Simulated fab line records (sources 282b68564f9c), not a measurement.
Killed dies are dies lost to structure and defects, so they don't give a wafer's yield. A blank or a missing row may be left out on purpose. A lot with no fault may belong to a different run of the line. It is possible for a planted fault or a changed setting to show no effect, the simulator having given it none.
fab line records	flow rit_cmos
record: lots: 15	wafers: 45	last_day: 7
route steps=202 shown SILICIDE@161 M1@202
lots with no fault: from the same line, run without faults
start_h: the number of hours between the record's first day and the start of the first shown wafer of the lot	wait_h: how many hours have passed since the lot's step before this one	" the same as in the row above	L1.1+2: a row that stands for several wafers	- no value, or no start was given	* or withheld: withheld	< > ~ a bound
route shown NAME@n: names a module that has steps shown in the file, with the first one's number in the route	usual: mean/standard deviation taken from wafers without a fault	same: alike in all rows	chamber/n: place in a boat	sites: readings site by site	_std_site: the standard deviation of these	_edge_site: mean of outer sites minus mean of inner sites	radius_mm: how far each site lies from the wafer's centre	mask NAME#n: copy n	behind: the most recent tool/chamber to have shaped the wafer	hold: the reason the lot was held/the length of the hold in hours/how it ended	device: the n, p or np transistor that did not switch	end of line: the route-end tests of the same wafers	a step with no rows: only its recipe	killed: dies that structure and defects cost at the first sort, which is not the same as the wafer's yield	map: a wafer's dies, marking killed ones x, the rest . and places with no die _
set.NAME: setting as actually run; set.NAME@STEP: the setting as run at that earlier step	model.NAME: the simulator's own value behind a step, which no gauge read
the route's steps for a sample of lots (tables are steps, rows are wafers)
== steps ==
step: RIT_SILICIDE_WET_ETCH_00
recipe: chemistry: BOE	target: SiO2	target_depth_nm: 14	time_s: 15	dry: n2_spin	dilution: 10:1	temp_c: 21.5
usual: bath_heat_duty_pct: 1.8/0.41	temp_c: 21.50/0.093
lot.wafer	tool	chamber	start_h	wait_h	bath_heat_duty_pct	temp_c
L540.3	wet_bench-01	0	67.14	0.1	1.7	21.50
L540.4	"	0	"	"	2.4	21.52
L540.5	"	0	"	"	2.4	21.54
L541.3	wet_bench-03	2	75.50	0.1	1.4	21.40
L541.4	"	2	"	"	1.2	21.44
L541.5	"	2	"	"	1.5	21.41
L543.2	wet_bench-03	2	86.62	0.1	1.2	21.53
L543.4	"	2	"	"	1.5	21.51
L543.5	"	2	"	"	1.8	21.74
L545.2	wet_bench-03	0	95.82	0.1	1.7	21.54
L545.3	"	0	"	"	1.8	21.60
L545.4	"	0	"	"	1.5	21.55
L546.1	wet_bench-03	0	98.39	0.1	1.3	21.59
L546.5	"	0	"	"	2.3	21.56
L546.6	"	0	"	"	1.6	21.40
L548.3	wet_bench-01	0	111.25	0.1	2.2	21.52
L548.4	"	0	"	"	2.0	21.52
L548.5	"	0	"	"	1.3	21.47
L549.2	wet_bench-04	1	116.71	0.1	1.7	21.50
L549.5	"	1	"	"	1.1	21.44
L549.6	"	1	"	"	0.8	21.77
L551.2	wet_bench-01	0	125.85	0.1	-	-
L551.3	"	0	"	"	-	-
L551.6	"	0	"	"	-	-
L552.3	wet_bench-01	2	127.47	0.1	-	-
L552.4	"	2	"	"	-	-
L552.5	"	2	"	"	-	-
L553.2	wet_bench-01	0	133.07	0.1	-	-
L553.4	"	0	"	"	-	-
L553.6	"	0	"	"	-	-
L556.1	wet_bench-01	2	150.07	0.1	1.9	21.53
L556.4	"	2	"	"	2.6	21.59
L556.5	"	2	"	"	1.9	21.48
L557.3	wet_bench-03	2	152.61	0.1	1.8	21.42
L557.5	"	2	"	"	1.5	21.54
L557.6	"	2	"	"	1.5	21.51
L558.1	wet_bench-04	0	159.11	0.1	2.2	21.50
L558.3	"	0	"	"	2.1	21.71
L558.4	"	0	"	"	2.0	21.60
L559.1	wet_bench-03	3	165.06	0.1	1.1	21.51
L559.2	"	3	"	"	1.6	21.44
L559.6	"	3	"	"	1.6	21.61
L560.4	wet_bench-01	1	166.68	0.0	1.9	21.42
L560.5	"	1	"	"	1.5	21.28
L560.6	"	1	"	"	1.7	21.40
step: RIT_M1_PROBE_99
usual: killed_at_M0_to_M3: 0.0/0.16	killed_at_contacts: 0.0/0.2	killed_at_front_end: 7.2/2.5	killed_dies: 7.3/2.5	killed_on_rim: 2.0/1.4	killed_open: 3.8/1.9	killed_short: 3.5/1.8
same: gross_dies: 264	killed_at_M4_up: 0	killed_at_back_side: 0	killed_at_other: 0
lot.wafer	tool	chamber	start_h	wait_h	killed_at_M0_to_M3	killed_at_contacts	killed_at_front_end	killed_dies	killed_on_rim	killed_open	killed_short
L546.1	prober-02	-	105.47	0.1	0	0	7	7	2	4	3
L546.5	prober-02	-	105.67	0.2	0	0	3	3	1	2	1
L546.6	prober-02	-	105.72	0.2	0	0	5	5	0	5	0
L548.3	prober-01	-	118.25	0.2	0	0	6	6	1	3	3
L548.4	prober-01	-	118.30	0.2	0	1	12	13	5	9	4
L548.5	prober-01	-	118.35	0.2	0	0	10	10	3	8	2
L549.2	prober-02	-	123.75	0.1	0	0	8	8	2	3	5
L549.5	prober-02	-	123.90	0.2	0	0	8	8	1	3	5
L549.6	prober-02	-	123.95	0.2	0	0	10	10	4	3	7
L551.2	prober-02	-	133.01	0.1	0	0	264	264	70	3	6
L551.3	prober-02	-	133.06	0.2	0	0	264	264	70	4	1
L551.6	prober-02	-	133.21	0.2	0	0	264	264	70	1	5
L552.3	prober-01	-	134.73	0.2	0	0	264	264	70	0	6
L552.4	prober-01	-	134.78	0.2	0	0	264	264	70	6	4
L552.5	prober-01	-	134.83	0.2	0	0	264	264	70	5	4
L553.2	prober-02	-	140.09	0.1	1	0	263	264	70	2	7
L553.4	prober-02	-	140.19	0.2	0	0	264	264	70	5	3
L553.6	prober-02	-	140.29	0.2	0	0	264	264	70	6	4
L560.4	prober-01	-	173.95	0.2	0	0	9	9	3	4	5
L560.5	prober-01	-	174.00	0.2	0	0	4	4	1	3	1
L560.6	prober-01	-	174.05	0.2	0	0	4	4	1	2	2
killed by level:class
L546.1 SILICIDE:geometric_particle:open=2 FOX1:geometric_particle:short=1 GATE:geometric_particle:open=1 GATE:geometric_particle:short=1 REOX:geometric_particle:open=1 SILICIDE:geometric_particle:short=1
L546.5 FOX1:geometric_particle:open=1 REOX:geometric_particle:open=1 REOX:geometric_particle:short=1
L546.6 SPACER:geometric_particle:open=2 FOX1:geometric_particle:open=1 GATE:geometric_particle:open=1 SILICIDE:geometric_particle:open=1
L548.3 GATE:geometric_particle:open=2 FOX1:geometric_particle:short=1 GATE:geometric_particle:short=1 REOX:geometric_particle:open=1 SILICIDE:geometric_particle:short=1
L548.4 FOX1:geometric_particle:open=3 GATE:geometric_particle:open=3 REOX:geometric_particle:short=2 SILICIDE:geometric_particle:open=2 FOX1:geometric_particle:short=1 GATE:geometric_particle:short=1 CONTACT:geometric_particle:open=1
L548.5 GATE:geometric_particle:open=4 REOX:geometric_particle:open=2 FOX1:geometric_particle:open=1 FOX2:geometric_particle:open=1 GATE:geometric_particle:short=1 SPACER:geometric_particle:short=1
L549.2 GATE:geometric_particle:short=2 REOX:geometric_particle:short=2 FOX1:geometric_particle:open=1 FOX1:geometric_particle:short=1 SPACER:geometric_particle:open=1 SILICIDE:geometric_particle:open=1
L549.5 GATE:geometric_particle:short=3 FOX2:geometric_particle:short=2 GATE:geometric_particle:open=2 SILICIDE:geometric_particle:open=1
L549.6 FOX2:geometric_particle:short=3 GATE:geometric_particle:open=2 FOX1:geometric_particle:open=1 GATE:geometric_particle:short=1 REOX:geometric_particle:short=1 SPACER:geometric_particle:short=1 SILICIDE:geometric_particle:short=1
L551.2 SILICIDE:area_etch=255 GATE:geometric_particle:short=3 FOX1:geometric_particle:short=1 FOX1:geometric_particle:open=1 FOX2:geometric_particle:short=1 GATE:geometric_particle:open=1 REOX:geometric_particle:short=1 SPACER:geometric_particle:open=1
L551.3 SILICIDE:area_etch=259 GATE:geometric_particle:open=2 REOX:geometric_particle:open=1 REOX:geometric_particle:short=1 SPACER:geometric_particle:open=1
L551.6 SILICIDE:area_etch=258 REOX:geometric_particle:short=2 GATE:geometric_particle:short=1 GATE:geometric_particle:open=1 SPACER:geometric_particle:short=1 SILICIDE:geometric_particle:short=1
L552.3 SILICIDE:area_etch=258 GATE:geometric_particle:short=2 SILICIDE:geometric_particle:short=2 FOX1:geometric_particle:short=1 FOX2:geometric_particle:short=1
L552.4 SILICIDE:area_etch=254 FOX1:geometric_particle:short=2 FOX2:geometric_particle:open=2 FOX1:geometric_particle:open=1 GATE:geometric_particle:open=1 GATE:geometric_particle:short=1 REOX:geometric_particle:short=1 REOX:geometric_particle:open=1
L552.5 SILICIDE:area_etch=255 SILICIDE:geometric_particle:open=3 SILICIDE:geometric_particle:short=2 GATE:geometric_particle:short=1 GATE:geometric_particle:open=1 REOX:geometric_particle:open=1 SPACER:geometric_particle:short=1
L553.2 SILICIDE:area_etch=255 GATE:geometric_particle:short=2 REOX:geometric_particle:short=2 SPACER:geometric_particle:open=2 SILICIDE:geometric_particle:short=2 M1:geometric_particle:short=1
L553.4 SILICIDE:area_etch=256 GATE:geometric_particle:short=3 GATE:geometric_particle:open=3 FOX1:geometric_particle:open=1 SPACER:geometric_particle:open=1
L553.6 SILICIDE:area_etch=254 GATE:geometric_particle:short=3 REOX:geometric_particle:open=3 SPACER:geometric_particle:open=2 SPACER:geometric_particle:short=1 STARTING-WAFER:geometric_particle:open=1
L560.4 FOX1:geometric_particle:short=3 FOX2:geometric_particle:open=2 FOX2:geometric_particle:short=1 GATE:geometric_particle:open=1 REOX:geometric_particle:short=1 SILICIDE:geometric_particle:open=1
L560.5 REOX:geometric_particle:open=2 FOX2:geometric_particle:open=1 GATE:geometric_particle:short=1
L560.6 FOX1:geometric_particle:open=1 FOX2:geometric_particle:short=1 GATE:geometric_particle:short=1 SPACER:geometric_particle:open=1
== key ==
first_sign: step: RIT_SILICIDE_WET_ETCH_00	reading: tool_record	direction: missing
effect: step: RIT_M1_PROBE_99	reading: killed_at_front_end	direction: up	sigmas: 99+	usual: 7.2	struck: 263.9
more_kills_born_at: RIT_SILICIDE_WET_ETCH_00@wet_bench-01: 2302
met_at RIT_SILICIDE_WET_ETCH_00
struck_lots L551,L552,L553
later_rows_left_out L551.2,L551.3,L551.6,L552.3,L552.4,L552.5,L553.2,L553.4,L553.6
tester_left_out L551,L552,L553
onset_between 111.25 125.85
fault: kind: skipped_step_whole	tool: wet_bench-01	chamber: -	onset_h: 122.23	steps: RIT_SILICIDE_WET_ETCH_00	scope: struck_lots_only
tester_left_out: of these lots the tester's yield and bins aren't shown, on N5 and GAA mostly nor the transistor test; their killed dies are dies lost to structure and defects alone, not to doping, threshold or leakage, so they don't give the yield
later_rows_left_out: the simulator's readings of these wafers behind a module that went badly wrong aren't trusted and aren't shown, but for the sort
